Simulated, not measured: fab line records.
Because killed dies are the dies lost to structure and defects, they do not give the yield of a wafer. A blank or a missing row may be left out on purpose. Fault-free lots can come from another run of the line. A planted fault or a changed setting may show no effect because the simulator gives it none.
Which of the tools did it?	flow rit-cmos	15 lots with 45 wafers sampled at 4 steps, on a route of 202 steps

## WHAT THE GAUGES READ, wafer by wafer
RIT_ACTIVE_THK_MEAS_02. Usual: ACTIVE_OXIDE_THK gives 46.9 nm (standard deviation 0.74).
lot	measured	on	ACTIVE_OXIDE_THK (nm)	flag
L731	day 1 22:03	film-metro-03	46.0 46.4 46.7	
L732	day 2 03:04	film-metro-02	46.9 47.2 46.7	
L733	day 2 08:03	film-metro-04	47.7 48.5 47.7	
L734	day 2 13:04	film-metro-04	47.2 46.9 47.9	
L739	day 3 14:03	film-metro-04	47.1 46.4 47.0	
L740	day 3 19:05	film-metro-03	46.8 47.3 46.8	
L741	day 4 00:04	film-metro-03	47.5 47.2 47.2	
L743	day 4 10:04	film-metro-02	46.1 46.1 46.4	
L745	day 4 20:04	film-metro-02	47.1 48.0 46.8	
L746	day 5 01:59	film-metro-02	46.0 45.7 46.5	
L747	day 5 06:04	film-metro-03	46.6 45.5 46.3	
L749	day 5 16:03	film-metro-03	47.5 47.3 47.3	
L750	day 5 21:04	film-metro-03	46.4 47.1 47.0	
L751	day 6 02:04	film-metro-03	46.7 47.3 46.7	
L752	day 6 07:03	film-metro-03	47.6 46.1 45.4	

RIT_PWELL_OVL_MEAS_06. Usual: PWELL_OVL gives -0.2 nm (standard deviation 1.3).
lot	measured	on	PWELL_OVL (nm)	flag
L731	day 2 08:50	overlay-01	-1.0 -1.7 0.1	
L732	day 2 14:13	overlay-01	-0.1 -0.5 1.3	
L733	day 2 18:25	overlay-01	-0.8 0.6 0.5	
L734	day 2 23:04	overlay-02	-0.9 -0.9 -1.9	
L739	day 3 23:53	overlay-02	- - -	OFF
L740	day 4 05:07	overlay-02	- - -	OFF
L741	day 4 09:52	overlay-01	- - -	OFF
L743	day 4 20:13	overlay-02	-0.6 -1.9 -0.3	
L745	day 5 06:35	overlay-02	0.2 1.0 -1.4	
L746	day 5 12:55	overlay-02	1.1 -1.5 -1.1	
L747	day 5 16:59	overlay-01	-0.4 0.4 -0.2	
L749	day 6 03:01	overlay-01	1.4 2.3 0.5	
L750	day 6 07:46	overlay-01	-1.3 -1.1 -2.1	
L751	day 6 13:01	overlay-02	-2.0 -1.0 -0.4	
L752	day 6 18:29	overlay-01	1.0 0.3 0.4	

## EACH LOT AND THE TOOL THAT RAN IT (in order: tool; ch and the chambers of the sampled wafers; start)
lot	RIT_ACTIVE_ETCH_13	RIT_PWELL_COAT_01
L731	rie-diel-01 ch 1,3, day 2 00:43	litho-track-01 ch 0, day 2 07:59
L732	rie-diel-01 ch 0,2,3, day 2 05:43	litho-track-03 ch 0, day 2 13:29
L733	rie-diel-02 ch 1,2,3, day 2 11:07	litho-track-01 ch 0, day 2 17:25
L734	rie-diel-04 ch 1,2,3, day 2 15:43	litho-track-02 ch 0, day 2 22:14
L739	rie-diel-04 ch 0,2,3, day 3 16:43	litho-track-01, day 3 23:06
L740	rie-diel-01 ch 2,3, day 3 21:43	litho-track-01, day 4 04:19
L741	rie-diel-02 ch 0,1, day 4 02:43	litho-track-03, day 4 09:02
L743	rie-diel-01 ch 0,2, day 4 12:43	litho-track-02 ch 0, day 4 19:31
L745	rie-diel-04 ch 1,2, day 4 22:43	litho-track-01 ch 0, day 5 05:52
L746	rie-diel-02 ch 1,3, day 5 04:38	litho-track-03 ch 0, day 5 12:11
L747	rie-diel-01 ch 1,2, day 5 08:43	litho-track-01 ch 0, day 5 16:10
L749	rie-diel-04 ch 0,1, day 5 19:38	litho-track-01 ch 0, day 6 02:17
L750	rie-diel-04 ch 0,1, day 5 23:52	litho-track-03 ch 0, day 6 06:55
L751	rie-diel-04 ch 0,3, day 6 04:50	litho-track-02 ch 0, day 6 12:20
L752	rie-diel-02 ch 0,1, day 6 09:50	litho-track-03 ch 0, day 6 17:38
- RIT_ACTIVE_ETCH_13: etches Si3N4 in SF6, stops on SiO2, time 210 s, target depth 210 nm.
- RIT_PWELL_COAT_01: resist thk 1300 nm.

## AS READ BY THE TOOLS THEMSELVES (means over the sampled wafers that have a number; for cases with no such wafer, the mark the record gives instead)
RIT_ACTIVE_ETCH_13. Usual: drypump-motor-current-A 5.8 A, standard deviation 0.43; oes-product-au 0.822 a.u., standard deviation 0.012; throttle-valve-pct 7.47 %, standard deviation 0.11.
lot	tool	drypump-motor-current-A (A)	oes-product-au (a.u.)	throttle-valve-pct (%)	flag
L731	rie-diel-01	5.5	0.810	7.49	
L732	rie-diel-01	5.6	0.820	7.41	
L733	rie-diel-02	6.0	0.829	7.57	
L734	rie-diel-04	5.9	0.830	7.47	
L739	rie-diel-04	5.9	0.831	7.43	
L740	rie-diel-01	5.7	0.829	7.37	
L741	rie-diel-02	6.0	0.817	7.50	
L743	rie-diel-01	5.6	0.832	7.43	
L745	rie-diel-04	5.7	0.824	7.48	
L746	rie-diel-02	6.2	0.831	7.64	
L747	rie-diel-01	5.6	0.839	7.46	
L749	rie-diel-04	5.7	0.813	7.40	
L750	rie-diel-04	5.7	0.810	7.41	
L751	rie-diel-04	5.8	0.821	7.40	
L752	rie-diel-02	6.4	0.814	7.41	

RIT_PWELL_COAT_01. Usual: chill-plate-temp-C 23.00 C, standard deviation 0.1; dispense-pressure-kPa 47.9 kPa, standard deviation 2.9.
lot	tool	chill-plate-temp-C (C)	dispense-pressure-kPa (kPa)	flag
L731	litho-track-01	22.93	50.9	
L732	litho-track-03	22.98	48.9	
L733	litho-track-01	22.97	50.9	
L734	litho-track-02	22.93	44.0	
L739	litho-track-01	-	-	OFF
L740	litho-track-01	-	-	OFF
L741	litho-track-03	-	-	OFF
L743	litho-track-02	23.06	43.9	
L745	litho-track-01	23.13	50.9	
L746	litho-track-03	23.06	48.9	
L747	litho-track-01	22.91	50.9	
L749	litho-track-01	22.95	50.9	
L750	litho-track-03	23.01	48.9	
L751	litho-track-02	23.04	43.9	
L752	litho-track-03	22.98	48.9	

## THE ANSWER, worked out from the rows above alone
Rule: take the mean of a lot's wafers that have a number; if it is more than 3 standard deviations from the usual mean, the lot is off. Also off: a lot with no number at a reading for which 4 or more lots have one. All remaining lots with rows at the step are treated as sound. After the gauges, taken in route order, come the tools' own readings; for these a lot's mean is taken, as printed above. The first step at which some lot is off is used, and at that step the reading that is off furthest; a lot without a number counts as furthest.
Off: at RIT_PWELL_OVL_MEAS_06 (PWELL_OVL), L739, L740, L741. Without a number there: L739, L740, L741.
A tool fits if, at a process step before that reading, it ran every lot that is off, and no sound lot after the first of them. The gauges at RIT_PWELL_OVL_MEAS_06 aren't tried: what is off there is off at RIT_PWELL_COAT_01 too, on other tools, and a gauge's error can't cause that. No candidate that was tried fits.

## WHAT THE SIMULATOR HAD INSERTED
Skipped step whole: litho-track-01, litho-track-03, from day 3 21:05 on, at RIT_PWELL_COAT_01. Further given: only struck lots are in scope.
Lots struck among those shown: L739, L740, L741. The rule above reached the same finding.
